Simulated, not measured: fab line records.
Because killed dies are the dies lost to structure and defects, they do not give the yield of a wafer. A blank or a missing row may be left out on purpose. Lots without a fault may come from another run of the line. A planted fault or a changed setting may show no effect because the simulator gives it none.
Which tool is to blame? || flow ritCmos || at 1 step of a route of 202, 14 lots with 42 wafers sampled

WHAT THE GAUGES READ, wafer by wafer
Not one reading of a measure or inspect step in the record can be checked against a usual standard deviation.

TOOL THAT RAN EACH LOT (tool first, then ch and the chambers of the sampled wafers, then the start)
{"lot": "L948", "RIT_REOX_OXIDATION_03": "furnace-02 ch 0, day 2 13:56"}
{"lot": "L949", "RIT_REOX_OXIDATION_03": "furnace-02 ch 0, day 2 20:23"}
{"lot": "L952", "RIT_REOX_OXIDATION_03": "furnace-02 ch 0, day 3 11:06"}
{"lot": "L953", "RIT_REOX_OXIDATION_03": "furnace-02 ch 0, day 3 19:33"}
{"lot": "L955", "RIT_REOX_OXIDATION_03": "furnace-03 ch 0, day 4 02:54"}
{"lot": "L956", "RIT_REOX_OXIDATION_03": "furnace-03 ch 0, day 4 10:08"}
{"lot": "L958", "RIT_REOX_OXIDATION_03": "furnace-03 ch 0, day 4 20:54"}
{"lot": "L959", "RIT_REOX_OXIDATION_03": "furnace-03 ch 0, day 5 02:36"}
{"lot": "L965", "RIT_REOX_OXIDATION_03": "furnace-02 ch 0, day 6 08:08"}
{"lot": "L967", "RIT_REOX_OXIDATION_03": "furnace-02, day 6 15:46"}
{"lot": "L968", "RIT_REOX_OXIDATION_03": "furnace-01, day 6 23:14"}
{"lot": "L969", "RIT_REOX_OXIDATION_03": "furnace-01 ch 0, day 7 01:56"}
{"lot": "L970", "RIT_REOX_OXIDATION_03": "furnace-02 ch 0, day 7 08:17"}
{"lot": "L971", "RIT_REOX_OXIDATION_03": "furnace-01 ch 0, day 7 13:43"}
- RIT_REOX_OXIDATION_03: target thk 25.2 nm, ox time 5580 s.

WHAT THE TOOLS THEMSELVES READ (means of the sampled wafers that have a number; where no wafer has one, the mark that the record gives instead)
RIT_REOX_OXIDATION_03. Usual: oxTempC 900.1 C, standard deviation 0.36; oxTempCMax 903.9, standard deviation 2; spikeTcCentreC 902.4 C, standard deviation 1.4.
{"lot": "L948", "tool": "furnace-02", "oxTempC (C)": 900.0, "oxTempCMax": 902.7, "spikeTcCentreC (C)": 902.9, "flag": ""}
{"lot": "L949", "tool": "furnace-02", "oxTempC (C)": 900.1, "oxTempCMax": 903.2, "spikeTcCentreC (C)": 903.8, "flag": ""}
{"lot": "L952", "tool": "furnace-02", "oxTempC (C)": 900.0, "oxTempCMax": 902.7, "spikeTcCentreC (C)": 904.0, "flag": ""}
{"lot": "L953", "tool": "furnace-02", "oxTempC (C)": 899.8, "oxTempCMax": 902.6, "spikeTcCentreC (C)": 903.1, "flag": ""}
{"lot": "L955", "tool": "furnace-03", "oxTempC (C)": 900.0, "oxTempCMax": 906.6, "spikeTcCentreC (C)": 900.6, "flag": ""}
{"lot": "L956", "tool": "furnace-03", "oxTempC (C)": 900.0, "oxTempCMax": 907.2, "spikeTcCentreC (C)": 899.9, "flag": ""}
{"lot": "L958", "tool": "furnace-03", "oxTempC (C)": 900.2, "oxTempCMax": 908.1, "spikeTcCentreC (C)": 901.0, "flag": ""}
{"lot": "L959", "tool": "furnace-03", "oxTempC (C)": 900.1, "oxTempCMax": 907.8, "spikeTcCentreC (C)": 901.0, "flag": ""}
{"lot": "L965", "tool": "furnace-02", "oxTempC (C)": 900.5, "oxTempCMax": 903.3, "spikeTcCentreC (C)": 903.8, "flag": ""}
{"lot": "L967", "tool": "furnace-02", "oxTempC (C)": "-", "oxTempCMax": "-", "spikeTcCentreC (C)": "-", "flag": "OFF"}
{"lot": "L968", "tool": "furnace-01", "oxTempC (C)": "-", "oxTempCMax": "-", "spikeTcCentreC (C)": "-", "flag": "OFF"}
{"lot": "L969", "tool": "furnace-01", "oxTempC (C)": 899.8, "oxTempCMax": 902.5, "spikeTcCentreC (C)": 901.6, "flag": ""}
{"lot": "L970", "tool": "furnace-02", "oxTempC (C)": 900.5, "oxTempCMax": 903.2, "spikeTcCentreC (C)": 902.3, "flag": ""}
{"lot": "L971", "tool": "furnace-01", "oxTempC (C)": 900.1, "oxTempCMax": 902.8, "spikeTcCentreC (C)": 902.4, "flag": ""}

THE ANSWER, worked out from the rows above alone
Rule: a lot counts as off when the mean over its wafers that have a number is more than 3 standard deviations away from the usual mean. A lot without any number at a reading at which 4 lots or more have one is off too. All remaining lots with rows at the step are treated as sound. After the gauges, taken in route order, come the tools' own readings; for these a lot's mean is taken, as printed above. The first step at which some lot is off is used, and at that step the reading that is off furthest; a lot without a number counts as furthest.
Off at RIT_REOX_OXIDATION_03 (oxTempC): L967, L968. Without a number there: L967, L968.
A tool fits if, at that step or a process step before it, it ran every lot that is off, and no sound lot after the first of them. Of those tried, none fits.

WHAT THE SIMULATOR HAD PUT IN
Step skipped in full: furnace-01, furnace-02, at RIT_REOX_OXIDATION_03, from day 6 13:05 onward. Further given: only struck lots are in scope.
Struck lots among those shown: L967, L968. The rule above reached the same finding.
